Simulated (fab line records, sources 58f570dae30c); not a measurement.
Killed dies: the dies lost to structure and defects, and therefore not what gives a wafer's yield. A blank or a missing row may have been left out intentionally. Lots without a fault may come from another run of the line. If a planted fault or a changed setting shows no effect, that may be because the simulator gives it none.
Which of the tools did it? ; flow berkeley cmos170 ; 6 lots, 18 wafers sampled, at 2 steps of a route of 331

WHAT THE GAUGES READ, wafer by wafer
UCB170_V2_THK_MEAS_04.
lot;measured;on;V2_POLISHED_THK (nm)
L880;day 7 08:59;film metro-03;999.0 1000.3 999.2
L882;day 8 21:33;film metro-03;1000.6 999.0 1000.8
L884;day 8 21:11;film metro-03;1001.0 999.9 1002.2
L889;day 9 02:53;film metro-02;1001.3 1000.3 999.6
L894;day 10 22:52;film metro-03;999.0 999.2 999.9
L897;day 11 13:37;film metro-04;998.9 999.1 1000.2

WHICH TOOL RAN EACH LOT (tool, then ch and the chambers of the sampled wafers, then the start)
lot;UCB170_ACTIVE_STRIP_16
L880;plasma asher-02 ch 0,1, day 4 01:53
L882;plasma asher-04 ch 0,1, day 5 07:55
L884;plasma asher-03 ch 0,1, day 5 12:35
L889;plasma asher-03 ch 0,1, day 6 01:26
L894;plasma asher-03 ch 0,1, day 7 08:16
L897;plasma asher-04 ch 0,1, day 7 21:18
- UCB170_ACTIVE_STRIP_16: strips in O2.

THE ANSWER, worked out from the rows above alone
Rule: usual is defined by the lots themselves. The widest of any qualifying gaps counts: lots, ordered by their means at a reading, are off when they make up no more than a third of the lots, leave a main group of 4 or more, and stand apart from it by 3 or more times the standard deviation of that group's means. The tables above print the reading to a certain number of digits; a main group whose means all agree to those digits is not used. A lot without any number at a reading at which 4 lots or more have one is off too. The other lots that the step has rows for count as sound.
None of the lots is off at any reading shown; this tells nothing.

WHAT THE SIMULATOR HAD INSERTED
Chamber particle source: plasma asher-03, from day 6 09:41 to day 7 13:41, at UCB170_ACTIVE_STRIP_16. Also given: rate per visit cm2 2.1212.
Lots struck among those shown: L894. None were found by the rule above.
